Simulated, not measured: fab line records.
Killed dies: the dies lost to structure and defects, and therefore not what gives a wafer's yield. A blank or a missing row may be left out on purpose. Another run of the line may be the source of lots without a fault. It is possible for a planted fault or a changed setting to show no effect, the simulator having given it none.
fab line records	flow rit_cmos
record: lots: 13	wafers: 39	last_day: 7
route steps=202 shown NWELL@34 PWELL@52 GATE@84 M1@202
lots that met no fault: taken from a fault-free run of the same line
start_h: the number of hours between the record's first day and the start of the first shown wafer of the lot	wait_h: hours from the lot's prior step to this one	" identical to the entry in the row above	L1.1+2: several wafers, shown together as one row	- either no value or no given start	* or withheld: withheld	< > ~ a bound
route shown NAME@n: NAME is a module with steps in the file, n the number in the route of the first one	usual: mean and standard deviation over wafers with no fault	same: alike in all rows	chamber/n: place in a boat	sites: each site's reading	_std_site: their standard deviation	_edge_site: the outer-site mean with the inner-site mean subtracted	radius_mm: for every site, how far away it sits from the centre of the wafer	mask NAME#n: copy n	behind: the last tool/chamber to shape the wafer	hold: what put the lot on hold/how long, in hours/how the hold closed	device: whichever transistor did not switch (one of n, p or np)	end of line: tests run on the same wafers once the route is complete	for a step that has no rows: nothing shown but its recipe	killed: at the first sort, the dies lost to defects and structure; wafer yield is something else	map: shows each die of a wafer: x if killed, . if not, _ if none is there
set.NAME: setting as actually run; set.NAME@STEP: the setting as run at that earlier step	model.NAME: the simulator's own value behind a step, which no gauge read
steps of the route over a sample of lots; a table a step, a row a wafer
services: a tool's chamber out of use, with start hour (start_h, from the record's first day; less than 0 if before it), hours out, and reason
== steps ==
step: RIT_NWELL_OVL_MEAS_06
usual: NWELL_OVL: -1.6/1.4
lot.wafer	tool	chamber	start_h	wait_h	NWELL_OVL[nm]
L907.2	overlay-01	-	26.56	-	-1.1
L907.3	"	-	"	"	0.3
L907.5	"	-	"	"	-1.7
L908.1	overlay-02	-	31.19	-	-3.7
L908.3	"	-	"	"	-3.3
L908.5	"	-	"	"	-1.9
L909.2	overlay-01	-	35.83	-	-1.4
L909.3	"	-	"	"	-2.5
L909.5	"	-	"	"	-0.5
L910.1	overlay-02	-	41.78	-	-4.0
L910.3	"	-	"	"	-2.9
L910.4	"	-	"	"	-3.5
L912.2	overlay-01	-	50.29	-	-2.3
L912.4	"	-	"	"	-0.8
L912.6	"	-	"	"	-1.8
L913.1	overlay-02	-	55.38	-	-1.1
L913.4	"	-	"	"	-3.5
L913.6	"	-	"	"	0.3
L917.3	overlay-02	-	76.67	-	-0.1
L917.5	"	-	"	"	-1.9
L917.6	"	-	"	"	-1.9
L918.3	overlay-02	-	80.87	-	-1.7
L918.4	"	-	"	"	0.3
L918.5	"	-	"	"	-3.0
L921.3	overlay-02	-	96.25	-	-3.2
L921.4	"	-	"	"	-3.2
L921.6	"	-	"	"	-5.0
L924.2	overlay-02	-	110.15	-	-3.6
L924.3	"	-	"	"	-2.0
L924.4	"	-	"	"	-1.4
L927.2	overlay-01	-	125.33	-	-4.3
L927.3	"	-	"	"	-3.3
L927.4	"	-	"	"	-2.6
L928.1	overlay-01	-	130.33	-	-1.5
L928.3	"	-	"	"	-1.1
L928.5	"	-	"	"	-1.0
L929.1	overlay-01	-	135.21	-	-2.0
L929.2	"	-	"	"	-2.2
L929.4	"	-	"	"	-2.3
step: RIT_NWELL_STRIP_09
recipe: chemistry: O2	time_s: 180	resist: NOVOLAK	platen_temp_c: withheld	power_w: 500	pressure_mtorr: 4000	o2_flow_sccm: 4000
usual: drypump_motor_current_A: 5.5/0.38	o2_flow_sccm: 3999/12
lot.wafer	tool	chamber	start_h	wait_h	drypump_motor_current_A	o2_flow_sccm	rf_hours_counter_h
L907.2	plasma_asher-01	0	26.99	0.1	5.5	3989	39
L907.3	"	1	"	"	6.2	3999	-
L907.5	"	0	"	"	5.6	3990	-
L908.1	plasma_asher-03	1	31.62	0.1	5.1	3987	40
L908.3	"	1	"	"	5.1	4015	-
L908.5	"	1	"	"	5.1	4008	-
L909.2	plasma_asher-03	0	36.26	0.1	5.4	4004	41
L909.3	"	0	"	"	5.4	4006	-
L909.5	"	1	"	"	5.1	4008	-
L910.1	plasma_asher-03	1	42.26	0.1	5.1	4007	41
L910.3	"	0	"	"	5.4	3995	-
L910.4	"	1	"	"	5.1	4002	-
L912.2	plasma_asher-03	0	50.72	0.1	5.4	4005	42
L912.4	"	1	"	"	5.1	3999	-
L912.6	"	0	"	"	5.4	3989	-
L913.1	plasma_asher-01	1	55.81	0.1	6.2	4014	42
L913.4	"	1	"	"	6.2	3998	-
L913.6	"	1	"	"	6.2	4004	-
L917.3	plasma_asher-02	0	77.15	0.1	6.1	4017	-
L917.5	"	1	"	"	5.5	4026	-
L917.6	"	0	"	"	6.1	4005	-
L918.3	plasma_asher-02	1	81.35	0.1	5.5	3982	-
L918.4	"	0	"	"	6.1	4000	-
L918.5	"	1	"	"	5.5	4001	-
L921.3	plasma_asher-03	1	96.73	0.1	5.1	4015	-
L921.4	"	0	"	"	5.4	4002	-
L921.6	"	0	"	"	5.4	3972	-
L924.2	plasma_asher-02	1	110.58	0.1	5.5	3995	46
L924.3	"	1	"	"	5.5	4016	-
L924.4	"	0	"	"	6.1	3991	-
L927.2	plasma_asher-02	0	125.76	0.1	6.1	4010	47
L927.3	"	0	"	"	6.1	3992	-
L927.4	"	1	"	"	5.5	3983	-
L928.1	plasma_asher-02	0	130.77	0.1	6.1	3996	48
L928.3	"	1	"	"	5.5	3994	-
L928.5	"	0	"	"	6.1	4011	-
L929.1	plasma_asher-03	1	135.65	0.1	5.1	3997	51
L929.2	"	0	"	"	5.4	4000	51
L929.4	"	1	"	"	5.1	4010	-
step: RIT_WELLDRIVE_RS_MEAS_02
recipe: thk_meas_gauge: four-point-probe
usual: PWELL_RS: 429.4/1.2
lot.wafer	tool	chamber	start_h	wait_h	PWELL_RS[ohm/sq]
L907.2	film_metro-04	-	34.45	0.1	431.1
L907.3	"	-	"	"	430.0
L907.5	"	-	"	"	430.3
L908.1	film_metro-02	-	38.94	0.1	430.1
L908.3	"	-	"	"	429.4
L908.5	"	-	"	"	430.2
L909.2	film_metro-03	-	43.55	0.1	429.9
L909.3	"	-	"	"	430.8
L909.5	"	-	"	"	430.2
L910.1	film_metro-02	-	49.37	0.1	428.0
L910.3	"	-	"	"	430.1
L910.4	"	-	"	"	429.6
L912.2	film_metro-03	-	58.41	0.1	429.0
L912.4	"	-	"	"	430.3
L912.6	"	-	"	"	428.4
L913.1	film_metro-02	-	63.08	0.1	429.9
L913.4	"	-	"	"	429.5
L913.6	"	-	"	"	429.8
L917.3	film_metro-02	-	84.27	0.1	430.9
L917.5	"	-	"	"	431.9
L917.6	"	-	"	"	432.1
L918.3	film_metro-03	-	88.45	0.1	428.5
L918.4	"	-	"	"	426.9
L918.5	"	-	"	"	428.2
L921.3	film_metro-04	-	104.54	0.1	427.5
L921.4	"	-	"	"	429.9
L921.6	"	-	"	"	428.2
L924.2	film_metro-04	-	117.90	0.1	430.7
L924.3	"	-	"	"	430.5
L924.4	"	-	"	"	430.6
L927.2	film_metro-02	-	133.35	0.1	429.0
L927.3	"	-	"	"	428.5
L927.4	"	-	"	"	428.3
L928.1	film_metro-03	-	138.41	0.1	428.9
L928.3	"	-	"	"	428.4
L928.5	"	-	"	"	428.3
L929.1	film_metro-04	-	142.76	0.1	429.1
L929.2	"	-	"	"	427.0
L929.4	"	-	"	"	428.1
step: RIT_GATE_CVD_08
recipe: material: poly-Si	target_thk_nm: 250	temp_c: 610	precursor: SiH4	time_s: 2220	pressure_mtorr: 300	sih4_flow_sccm: 100
usual: sih4_flow_sccm: 100.0/0.3	spike_tc_source_C: 631.4/2.1	zone_power_centre_pct: 26.9/1.7
lot.wafer	tool	chamber	start_h	wait_h	sih4_flow_sccm	spike_tc_source_C	zone_power_centre_pct
L907.2	lpcvd-01	1	40.08	0.0	99.9	632.3	27.8
L907.3	"	1	"	"	100.0	631.1	27.6
L907.5	"	1	"	"	99.9	630.8	27.6
L908.1	lpcvd-02	1	44.20	0.1	100.3	630.0	28.1
L908.3	"	1	"	"	100.2	630.4	28.1
L908.5	"	1	"	"	100.3	631.6	28.1
L909.2	lpcvd-01	1	48.66	0.0	100.2	632.6	28.0
L909.3	"	1	"	"	100.4	631.8	28.0
L909.5	"	1	"	"	100.4	628.7	28.2
L910.1	lpcvd-01	0	54.85	0.1	99.7	630.4	25.9
L910.3	"	0	"	"	100.0	631.0	26.3
L910.4	"	0	"	"	99.8	631.7	26.1
L912.2	lpcvd-02	0	64.31	0.0	99.7	635.7	23.4
L912.4	"	0	"	"	100.0	634.8	23.7
L912.6	"	0	"	"	100.0	636.3	23.7
L913.1	lpcvd-01	0	68.35	0.1	100.3	633.9	25.6
L913.4	"	0	"	"	100.2	631.7	25.6
L913.6	"	0	"	"	99.7	633.4	25.7
L917.3	lpcvd-01	1	89.45	0.0	100.3	631.3	27.1
L917.5	"	1	"	"	100.0	632.5	27.4
L917.6	"	1	"	"	100.2	631.1	28.1
L918.3	lpcvd-02	1	93.74	0.0	99.9	631.0	27.6
L918.4	"	1	"	"	100.1	631.2	28.0
L918.5	"	1	"	"	99.8	631.1	27.7
L921.3	lpcvd-02	0	110.03	0.0	100.5	633.2	23.2
L921.4	"	0	"	"	100.7	636.8	23.5
L921.6	"	0	"	"	100.3	633.5	23.2
L924.2	lpcvd-01	1	123.44	0.0	99.6	632.1	28.1
L924.3	"	1	"	"	99.7	630.6	27.9
L924.4	"	1	"	"	99.7	630.2	27.4
L927.2	lpcvd-02	0	138.42	0.0	80.5	635.7	23.2
L927.3	"	0	"	"	79.8	635.9	23.3
L927.4	"	0	"	"	79.8	634.5	23.4
L928.1	lpcvd-01	0	143.77	0.1	100.4	630.6	26.0
L928.3	"	0	"	"	100.0	631.8	26.1
L928.5	"	0	"	"	99.6	633.1	25.7
L929.1	lpcvd-01	1	148.53	0.3	99.7	630.4	27.9
L929.2	"	1	"	"	100.0	629.7	28.4
L929.4	"	1	"	"	100.0	630.3	27.4
step: RIT_GATE_THK_MEAS_09
recipe: reads: poly-Si_of_GATE_CVD_08
usual: GATE_POLY_THK: 250.9/2.1
lot.wafer	tool	chamber	start_h	wait_h	GATE_POLY_THK[nm]
L907.2	film_metro-02	-	41.71	0.0	252.1
L907.3	"	-	"	"	249.6
L907.5	"	-	"	"	250.1
L908.1	film_metro-01	-	45.82	0.0	250.1
L908.3	"	-	"	"	248.3
L908.5	"	-	"	"	249.5
L909.2	film_metro-03	-	50.28	0.0	248.9
L909.3	"	-	"	"	247.6
L909.5	"	-	"	"	247.4
L910.1	film_metro-01	-	56.47	0.0	252.2
L910.3	"	-	"	"	251.0
L910.4	"	-	"	"	253.2
L912.2	film_metro-03	-	65.94	0.0	253.1
L912.4	"	-	"	"	252.4
L912.6	"	-	"	"	253.5
L913.1	film_metro-01	-	69.96	0.0	252.0
L913.4	"	-	"	"	252.3
L913.6	"	-	"	"	253.2
L917.3	film_metro-03	-	91.08	0.0	250.1
L917.5	"	-	"	"	247.8
L917.6	"	-	"	"	247.8
L918.3	film_metro-01	-	95.38	0.0	248.0
L918.4	"	-	"	"	247.3
L918.5	"	-	"	"	245.5
L921.3	film_metro-03	-	111.67	0.0	249.7
L921.4	"	-	"	"	248.6
L921.6	"	-	"	"	250.1
L924.2	film_metro-02	-	125.06	0.0	254.3
L924.3	"	-	"	"	253.1
L924.4	"	-	"	"	253.2
L927.2	film_metro-02	-	140.04	0.0	200.5
L927.3	"	-	"	"	200.5
L927.4	"	-	"	"	197.7
L928.1	film_metro-02	-	145.38	0.0	254.4
L928.3	"	-	"	"	253.7
L928.5	"	-	"	"	250.2
L929.1	film_metro-02	-	150.15	0.0	248.9
L929.2	"	-	"	"	251.5
L929.4	"	-	"	"	251.7
step: RIT_GATE_ETCH_19
recipe: chemistry: SF6/CHF3/O2	time_s: 165	SF6_flow_sccm: 30	CHF3_flow_sccm: 30	O2_flow_sccm: 5	target: poly-Si	pressure_mtorr: 40	rf_w: 160	target_depth_a: 3125	over_etch_frac: 0.25	stop_on: SiO2
usual: drypump_motor_current_A: 5.6/0.55	oes_product_au: 0.852/0.0098	throttle_valve_pct: 10.22/0.16
lot.wafer	tool	chamber	start_h	wait_h	drypump_motor_current_A	oes_product_au	rf_hours_counter_h	throttle_valve_pct
L907.2	rie_si-02	1	42.94	0.1	4.8	0.860	74	10.25
L907.3	"	3	"	"	5.1	0.846	152	10.12
L907.5	"	3	"	"	5.1	0.851	-	10.12
L908.1	rie_si-01	0	47.23	0.1	6.0	0.864	53	10.33
L908.3	"	2	"	"	5.5	0.840	158	10.09
L908.5	"	0	"	"	6.0	0.856	-	10.31
L909.2	rie_si-02	3	51.49	0.1	5.1	0.847	152	10.12
L909.3	"	2	"	"	4.9	0.847	90	10.19
L909.5	"	0	"	"	5.9	0.852	-	10.14
L910.1	rie_si-01	0	58.02	0.1	6.0	0.865	53	10.32
L910.3	"	1	"	"	5.8	0.842	110	10.57
L910.4	"	3	"	"	6.4	0.854	5	10.03
L912.2	rie_si-01	2	67.20	0.1	5.5	0.853	158	10.07
L912.4	"	0	"	"	6.0	0.864	53	10.33
L912.6	"	0	"	"	6.0	0.864	-	10.32
L913.1	rie_si-02	0	71.18	0.1	6.0	0.856	108	10.14
L913.4	"	3	"	"	5.1	0.851	152	10.12
L913.6	"	1	"	"	4.9	0.863	-	10.27
L917.3	rie_si-02	0	92.35	0.1	6.0	0.852	108	10.14
L917.5	"	1	"	"	4.8	0.838	-	10.27
L917.6	"	0	"	"	6.0	0.844	-	10.15
L918.3	rie_si-01	2	96.70	0.1	5.5	0.829	0	10.09
L918.4	"	1	"	"	5.8	0.839	111	10.57
L918.5	"	2	"	"	5.5	0.810	-	10.08
L921.3	rie_si-02	0	112.99	0.1	5.9	0.865	108	10.16
L921.4	"	0	"	"	6.0	0.857	-	10.13
L921.6	"	2	"	"	4.9	0.860	-	10.18
L924.2	rie_si-01	0	126.40	0.1	6.0	0.866	54	10.33
L924.3	"	1	"	"	5.8	0.854	111	10.59
L924.4	"	2	"	"	5.5	0.843	0	10.07
L927.2	rie_si-02	1	141.37	0.1	4.8	0.726	75	10.28
L927.3	"	2	"	"	4.9	0.737	90	10.19
L927.4	"	0	"	"	5.9	0.725	108	10.15
L928.1	rie_si-01	3	146.60	0.1	6.4	0.862	6	10.04
L928.3	"	1	"	"	5.8	0.850	111	10.58
L928.5	"	3	"	"	6.4	0.853	-	10.03
L929.1	rie_si-02	2	151.49	0.1	4.9	0.847	90	10.17
L929.2	"	1	"	"	4.8	0.850	75	10.27
L929.4	"	3	"	"	5.1	0.841	0	10.13
step: RIT_M1_PROBE_99
usual: killed_at_M0_to_M3: 0.0/0.083	killed_at_contacts: 0.1/0.31	killed_at_front_end: 7/3.1	killed_dies: 7/3.1	killed_open: 3.3/1.9	killed_short: 3.3/2
same: gross_dies: 264	killed_at_M4_up: 0	killed_at_back_side: 0	killed_at_other: 0
lot.wafer	tool	chamber	start_h	wait_h	killed_at_M0_to_M3	killed_at_contacts	killed_at_front_end	killed_dies	killed_open	killed_short
L907.2	prober-01	-	63.72	0.1	0	0	5	5	2	3
L907.3	prober-01	-	63.77	0.2	0	0	5	5	1	4
L907.5	prober-01	-	63.87	0.2	0	0	9	9	5	4
L908.1	prober-01	-	66.98	0.1	0	0	5	5	3	2
L908.3	prober-01	-	67.08	0.2	0	0	6	6	3	3
L908.5	prober-01	-	67.18	0.2	0	0	10	10	6	4
L909.2	prober-01	-	71.31	0.1	0	0	7	7	4	3
L909.3	prober-01	-	71.36	0.2	0	0	9	9	3	6
L909.5	prober-01	-	71.46	0.2	0	0	11	11	3	8
L910.1	prober-01	-	77.98	0.1	0	0	2	2	1	1
L910.3	prober-01	-	78.08	0.2	0	0	4	4	2	2
L910.4	prober-01	-	78.13	0.2	0	0	4	4	2	2
L912.2	prober-01	-	88.07	0.1	0	0	9	9	4	5
L912.4	prober-01	-	88.17	0.2	0	0	5	5	2	3
L912.6	prober-01	-	88.27	0.2	0	0	7	7	3	4
L913.1	prober-01	-	91.17	0.1	0	0	3	3	3	0
L913.4	prober-01	-	91.32	0.2	0	0	3	3	0	3
L913.6	prober-01	-	91.42	0.2	0	0	7	7	4	3
L917.3	prober-01	-	112.60	0.2	0	0	6	6	4	2
L917.5	prober-01	-	112.70	0.2	0	0	12	12	6	6
L917.6	prober-01	-	112.75	0.2	0	0	8	8	2	6
L918.3	prober-01	-	117.29	0.2	0	0	7	7	3	4
L918.4	prober-01	-	117.34	0.2	1	0	10	11	5	6
L918.5	prober-01	-	117.39	0.2	0	0	4	4	2	2
L921.3	prober-01	-	133.15	0.2	0	0	3	3	1	2
L921.4	prober-01	-	133.20	0.2	0	0	6	6	4	2
L921.6	prober-01	-	133.30	0.2	0	0	4	4	3	1
L924.2	prober-01	-	147.07	0.1	0	0	4	4	2	2
L924.3	prober-01	-	147.12	0.2	0	0	6	6	4	2
L924.4	prober-01	-	147.17	0.2	0	1	10	11	8	3
L927.2	prober-01	-	161.50	0.1	0	0	4	4	1	3
L927.3	prober-01	-	161.55	0.2	0	0	6	6	5	1
L927.4	prober-01	-	161.60	0.2	0	0	1	1	1	0
L928.1	prober-01	-	166.86	0.1	0	0	10	10	7	3
L928.3	prober-01	-	166.96	0.2	0	0	5	5	2	3
L928.5	prober-01	-	167.06	0.2	0	0	7	7	5	2
L929.1	prober-01	-	172.07	0.1	0	0	7	7	1	6
L929.2	prober-01	-	172.12	0.1	0	0	8	8	4	4
L929.4	prober-01	-	172.22	0.2	0	0	5	5	2	3
killed by level:class
L907.2 REOX:geometric_particle:open=2 FOX1:geometric_particle:short=1 GATE:geometric_particle:short=1 REOX:geometric_particle:short=1
L907.3 FOX1:geometric_particle:short=1 FOX1:geometric_particle:open=1 FOX2:geometric_particle:short=1 GATE:geometric_particle:short=1 SPACER:geometric_particle:short=1
L907.5 FOX1:geometric_particle:short=2 REOX:geometric_particle:open=2 SPACER:geometric_particle:open=2 FOX1:geometric_particle:open=1 GATE:geometric_particle:short=1 SPACER:geometric_particle:short=1
L908.1 FOX2:geometric_particle:short=2 GATE:geometric_particle:open=1 REOX:geometric_particle:open=1 SPACER:geometric_particle:open=1
L908.3 SILICIDE:geometric_particle:short=2 FOX1:geometric_particle:open=1 FOX2:geometric_particle:open=1 FOX2:geometric_particle:short=1 SILICIDE:geometric_particle:open=1
L908.5 GATE:geometric_particle:open=4 GATE:geometric_particle:short=3 FOX2:geometric_particle:open=1 SPACER:geometric_particle:short=1 SPACER:geometric_particle:open=1
L909.2 SPACER:geometric_particle:open=2 FOX1:geometric_particle:open=1 GATE:geometric_particle:short=1 REOX:geometric_particle:open=1 REOX:geometric_particle:short=1 SILICIDE:geometric_particle:short=1
L909.3 FOX1:geometric_particle:short=3 FOX2:geometric_particle:short=1 FOX2:geometric_particle:open=1 GATE:geometric_particle:open=1 GATE:geometric_particle:short=1 SILICIDE:geometric_particle:short=1 SILICIDE:geometric_particle:open=1
L909.5 GATE:geometric_particle:short=5 GATE:geometric_particle:open=2 SILICIDE:geometric_particle:short=2 REOX:geometric_particle:open=1 SPACER:geometric_particle:short=1
L910.1 REOX:geometric_particle:short=1 SILICIDE:geometric_particle:open=1
L910.3 FOX1:geometric_particle:short=1 GATE:geometric_particle:short=1 REOX:geometric_particle:open=1 SPACER:geometric_particle:open=1
L910.4 GATE:geometric_particle:open=2 GATE:geometric_particle:short=1 SPACER:geometric_particle:short=1
L912.2 GATE:geometric_particle:short=4 FOX1:geometric_particle:open=2 FOX1:geometric_particle:short=1 GATE:geometric_particle:open=1 SILICIDE:geometric_particle:open=1
L912.4 FOX1:geometric_particle:open=2 GATE:geometric_particle:short=2 REOX:geometric_particle:short=1
L912.6 FOX1:geometric_particle:short=2 GATE:geometric_particle:open=2 FOX1:geometric_particle:open=1 GATE:geometric_particle:short=1 SPACER:geometric_particle:short=1
L913.1 GATE:geometric_particle:open=3
L913.4 REOX:geometric_particle:short=2 FOX2:geometric_particle:short=1
L913.6 SPACER:geometric_particle:open=3 SPACER:geometric_particle:short=3 GATE:geometric_particle:open=1
L917.3 SPACER:geometric_particle:open=3 GATE:geometric_particle:open=1 SPACER:geometric_particle:short=1 SILICIDE:geometric_particle:short=1
L917.5 SPACER:geometric_particle:short=3 FOX1:geometric_particle:short=2 FOX1:geometric_particle:open=2 FOX2:geometric_particle:open=2 GATE:geometric_particle:open=1 GATE:geometric_particle:short=1 REOX:geometric_particle:open=1
L917.6 SPACER:geometric_particle:short=3 FOX1:geometric_particle:short=2 GATE:geometric_particle:short=1 REOX:geometric_particle:open=1 SPACER:geometric_particle:open=1
L918.3 GATE:geometric_particle:short=3 REOX:geometric_particle:open=2 FOX1:geometric_particle:short=1 GATE:geometric_particle:open=1
L918.4 GATE:geometric_particle:open=3 SPACER:geometric_particle:short=2 ACTIVE:geometric_particle:short=1 GATE:geometric_particle:short=1 REOX:geometric_particle:short=1 REOX:geometric_particle:open=1 SILICIDE:geometric_particle:open=1 M1:geometric_particle:short=1
L918.5 ACTIVE:geometric_particle:short=1 GATE:geometric_particle:short=1 REOX:geometric_particle:open=1 SILICIDE:geometric_particle:open=1
L921.3 FOX1:geometric_particle:short=1 REOX:geometric_particle:short=1 SPACER:geometric_particle:open=1
L921.4 GATE:geometric_particle:open=2 FOX1:geometric_particle:open=1 GATE:geometric_particle:short=1 REOX:geometric_particle:short=1 SPACER:geometric_particle:open=1
L921.6 SPACER:geometric_particle:open=3 SPACER:geometric_particle:short=1
L924.2 REOX:geometric_particle:short=2 GATE:geometric_particle:open=1 REOX:geometric_particle:open=1
L924.3 GATE:geometric_particle:open=2 GATE:geometric_particle:short=2 FOX1:geometric_particle:open=1 REOX:geometric_particle:open=1
L924.4 GATE:geometric_particle:open=4 REOX:geometric_particle:open=2 FOX1:geometric_particle:short=1 REOX:geometric_particle:short=1 SPACER:geometric_particle:short=1 SILICIDE:geometric_particle:open=1 CONTACT:geometric_particle:open=1
L927.2 FOX2:geometric_particle:short=1 GATE:geometric_particle:short=1 GATE:geometric_particle:open=1 SPACER:geometric_particle:short=1
L927.3 GATE:geometric_particle:open=3 SPACER:geometric_particle:open=2 GATE:geometric_particle:short=1
L927.4 FOX2:geometric_particle:open=1
L928.1 FOX1:geometric_particle:open=3 GATE:geometric_particle:open=2 SPACER:geometric_particle:short=2 FOX2:geometric_particle:open=1 GATE:geometric_particle:short=1 REOX:geometric_particle:open=1
L928.3 SILICIDE:geometric_particle:short=2 GATE:geometric_particle:short=1 REOX:geometric_particle:open=1 SPACER:geometric_particle:open=1
L928.5 GATE:geometric_particle:open=3 REOX:geometric_particle:open=2 REOX:geometric_particle:short=2
L929.1 GATE:geometric_particle:short=2 SILICIDE:geometric_particle:short=2 FOX1:geometric_particle:short=1 FOX1:geometric_particle:open=1 SPACER:geometric_particle:short=1
L929.2 GATE:geometric_particle:short=4 SPACER:geometric_particle:open=2 FOX2:geometric_particle:open=1 SILICIDE:geometric_particle:open=1
L929.4 GATE:geometric_particle:short=1 GATE:geometric_particle:open=1 SPACER:geometric_particle:open=1 SPACER:geometric_particle:short=1 SILICIDE:geometric_particle:short=1
== services ==
tool	chamber	start_h	hours	kind
lpcvd-01	-	7.44	2.8	pm
rie_si-02	-	35.02	5.7	repair
plasma_asher-01	-	48.14	0.6	repair
rie_si-01	0	69.67	1.0	repair
rie_si-01	2	72.97	-	clean
rie_si-01	2	72.97	15.1	scheduled_down
rie_si-01	2	72.97	15.1	vent_cycle
rie_si-02	-	97.23	3.2	repair
rie_si-02	3	100.44	-	clean
rie_si-02	3	100.44	14.8	scheduled_down
rie_si-02	3	100.44	14.8	vent_cycle
plasma_asher-01	-	108.75	9.0	pm
plasma_asher-01	0	108.75	9.0	vent_cycle
plasma_asher-01	1	108.75	9.0	vent_cycle
plasma_asher-01	-	111.80	4.2	repair
rie_si-01	1	115.55	1.1	repair
plasma_asher-01	0	117.75	-	clean
plasma_asher-01	1	117.75	-	clean
rie_si-02	2	136.99	3.4	repair
== key ==
first_sign: step: RIT_GATE_CVD_08	reading: sih4_flow_sccm	direction: down	sigmas: 66	usual: 100.0	struck: 80.0
effect: step: RIT_GATE_THK_MEAS_09	reading: GATE_POLY_THK	direction: down	sigmas: 25	usual: 250.9	struck: 199.6
effect: step: RIT_GATE_ETCH_19	reading: oes_product_au	direction: down	sigmas: 13	usual: 0.852	struck: 0.729
met_at RIT_GATE_CVD_08
struck_lots L927
struck_wafers L927.2,L927.3,L927.4
tester_left_out L927
not_acting_at RIT_NWELL_OVL_MEAS_06,RIT_NWELL_STRIP_09,RIT_WELLDRIVE_RS_MEAS_02
onset_between 110.03 138.42
fault: kind: process_parameter_drift	tool: lpcvd-02	chamber: 0	onset_h: 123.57	steps: RIT_GATE_CVD_08	channel: sih4_flow_sccm	offset: -20	shape: step	end_h: 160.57	stated: 100
tester_left_out: of these lots the tester's yield and bins aren't shown, on N5 and GAA mostly nor the transistor test; their killed dies are dies lost to structure and defects alone, not to doping, threshold or leakage, so they don't give the yield
